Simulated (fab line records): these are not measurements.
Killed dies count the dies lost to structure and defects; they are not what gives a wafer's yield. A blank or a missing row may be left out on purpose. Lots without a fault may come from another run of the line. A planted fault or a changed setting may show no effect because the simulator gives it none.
Which tool did it? | flow berkeley cmos170 | 16 lots with 48 wafers sampled at 3 steps, on a route of 331 steps

WHAT EACH GAUGE READ, for each wafer
UCB170_NWELL_THK_MEAS_05. Usual: for NWELL_NITRIDE_THK the level is 223.0 nm and the standard deviation is 2.7.
lot  | measured    | on            | NWELL_NITRIDE_THK (nm) | flag
L828 | day 2 12:05 | film metro-02 | 224.1 224.5 223.7      |
L829 | day 2 15:16 | film metro-01 | 224.9 222.5 223.7      |
L831 | day 2 20:37 | film metro-02 | 220.7 219.0 219.6      |
L834 | day 3 14:49 | film metro-04 | 221.5 221.1 220.9      |
L835 | day 3 14:49 | film metro-02 | 225.1 224.9 224.2      |
L836 | day 4 01:47 | film metro-02 | 223.8 223.5 222.9      |
L838 | day 4 08:32 | film metro-04 | 224.9 226.1 225.9      |
L840 | day 4 14:20 | film metro-04 | 222.0 220.2 222.5      |
L841 | day 4 18:31 | film metro-04 | 220.0 220.4 221.5      |
L843 | day 5 05:29 | film metro-04 | 221.7 218.2 220.2      |
L844 | day 5 11:03 | film metro-01 | 223.0 223.4 224.5      |
L847 | day 6 01:02 | film metro-01 | 222.0 221.1 221.2      |
L846 | day 6 01:04 | film metro-04 | 221.0 220.3 221.7      |
L848 | day 6 04:52 | film metro-02 | 221.2 219.9 221.2      |
L849 | day 6 18:56 | film metro-04 | 225.1 224.0 223.7      |
L851 | day 6 22:01 | film metro-04 | 220.3 221.9 220.7      |

UCB170_ACTIVE_CD_MEAS_13: the cd target is 1200 nm. Usual: cd nm at 1200.2 nm, with a standard deviation of 1.1.
lot  | measured    | on        | cd nm (nm)           | flag
L828 | day 4 11:38 | cd sem-01 | 1199.6 1200.7 1199.6 |
L829 | day 4 11:38 | cd sem-02 | 1199.4 1199.5 1198.9 |
L831 | day 4 17:00 | cd sem-01 | 1200.8 1199.3 1199.2 |
L834 | day 5 08:49 | cd sem-01 | 1199.6 1199.7 1199.3 |
L835 | day 5 08:42 | cd sem-02 | 1199.6 1200.3 1199.8 |
L836 | day 6 02:06 | cd sem-01 | 1199.3 1198.7 1201.0 |
L838 | day 6 06:27 | cd sem-02 | 1200.0 1200.1 1200.0 |
L840 | day 6 06:45 | cd sem-02 | 1199.4 1199.3 1199.8 |
L841 | day 6 08:43 | cd sem-02 | 1200.3 1198.7 1201.0 |
L843 | day 7 05:07 | cd sem-02 | 1200.2 1201.0 1201.3 |
L844 | day 7 05:19 | cd sem-02 | 1200.6 1201.1 1199.1 |
L847 | day 8 00:59 | cd sem-01 | 1190.1 1188.3 1190.1 | OFF
L846 | day 8 01:16 | cd sem-01 | 1185.3 1186.1 1186.3 | OFF
L848 | day 8 07:17 | cd sem-01 | 1189.7 1191.8 1191.7 | OFF
L849 | day 8 21:12 | cd sem-01 | 1194.4 1193.7 1194.0 | OFF
L851 | day 8 21:41 | cd sem-01 | 1198.8 1201.0 1200.2 |

EACH LOT AND THE TOOL THAT RAN IT (in order: tool; ch and the chambers of the sampled wafers; start)
lot  | UCB170_ACTIVE_EXPOSE_10
L828 | krf scanner-01 ch 0, day 4 10:30
L829 | krf scanner-01 ch 0, day 4 10:37
L831 | krf scanner-02 ch 0, day 4 16:37
L834 | krf scanner-01 ch 0, day 5 08:26
L835 | krf scanner-01 ch 0, day 5 08:19
L836 | krf scanner-02 ch 0, day 6 01:30
L838 | krf scanner-01 ch 0, day 6 05:44
L840 | krf scanner-02 ch 0, day 6 05:59
L841 | krf scanner-02 ch 0, day 6 08:15
L843 | krf scanner-02 ch 0, day 7 04:40
L844 | krf scanner-01 ch 0, day 7 04:56
L847 | krf scanner-02 ch 0, day 8 00:14
L846 | krf scanner-02 ch 0, day 8 00:30
L848 | krf scanner-02 ch 0, day 8 06:53
L849 | krf scanner-02 ch 0, day 8 20:10
L851 | krf scanner-01 ch 0, day 8 20:29
- UCB170_ACTIVE_EXPOSE_10: exposes mask ACTIVE, target cd 1200 nm.

WHAT THE TOOLS THEMSELVES READ (means of the sampled wafers that have a number; where no wafer has one, the mark that the record gives instead)
UCB170_ACTIVE_EXPOSE_10. Usual: exposure dose mJ cm2 19.990, standard deviation 0.021; focus offset nm -0.1 nm, standard deviation 0.56; stage vel mm s 499.96 mm/s, standard deviation 0.23.
lot  | tool           | exposure dose mJ cm2 | focus offset nm (nm) | stage vel mm s (mm/s) | flag
L828 | krf scanner-01 | 19.993               | -0.1                 | 499.92                |
L829 | krf scanner-01 | 19.987               | -0.1                 | 499.60                |
L831 | krf scanner-02 | 19.977               | 0.5                  | 499.89                |
L834 | krf scanner-01 | 20.029               | -0.1                 | 500.09                |
L835 | krf scanner-01 | 19.996               | -0.9                 | 499.97                |
L836 | krf scanner-02 | 19.985               | 0.4                  | 499.97                |
L838 | krf scanner-01 | 19.999               | 0.4                  | 499.89                |
L840 | krf scanner-02 | 20.026               | 0.2                  | 499.85                |
L841 | krf scanner-02 | 20.001               | 0.5                  | 500.02                |
L843 | krf scanner-02 | 19.997               | -0.3                 | 499.97                |
L844 | krf scanner-01 | 19.986               | -0.2                 | 500.24                |
L847 | krf scanner-02 | 21.580               | -1.0                 | 499.82                | OFF
L846 | krf scanner-02 | 21.568               | -0.5                 | 500.20                | OFF
L848 | krf scanner-02 | 21.001               | 0.7                  | 500.29                | OFF
L849 | krf scanner-02 | 20.791               | -0.3                 | 499.91                | OFF
L851 | krf scanner-01 | 19.967               | -0.6                 | 500.08                |

THE ANSWER, worked out from the rows above alone
Rule: take the mean of a lot's wafers that have a number; if it is more than 3 standard deviations from the usual mean, the lot is off. A lot without any number at a reading at which 4 lots or more have one is off too. Any other lot the step has rows for is counted as sound. Order of review: gauges by route order, followed by the tools' own readings, for which a lot's mean as printed above is used. At the first step where some lot is off, the reading lying furthest off is the one used; lots without a number count as furthest.
Off, at UCB170_ACTIVE_CD_MEAS_13 on cd nm: L847, L846, L848, L849.
A tool fits if, at a process step before that reading, it ran every lot that is off, and no sound lot after the first of them. Not tried: the gauges at UCB170_ACTIVE_CD_MEAS_13; whatever is off there is also off at UCB170_ACTIVE_EXPOSE_10, on other tools, and gauge error can't account for it. One fits: UCB170_ACTIVE_EXPOSE_10 on krf scanner-02. Its last sound lot is L843 (day 7 04:40), its first lot that is off L847 (day 8 00:14): a fault that began between those two fits.
On the lots that are off, the tool's own readings at UCB170_ACTIVE_EXPOSE_10 differ by more than 5 times the standard deviation of the sound lots' means, which bears it out; exposure dose mJ cm2 reads 21.235 there versus 19.995 on the sound lots.

WHAT THE SIMULATOR HAD PUT IN
Process parameters drifting: krf scanner-02 at UCB170_ACTIVE_EXPOSE_10, beginning at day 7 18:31. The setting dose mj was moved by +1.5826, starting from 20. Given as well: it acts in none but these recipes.
Shown lots that were struck: L847, L846, L848, L849. The rule above found the same.
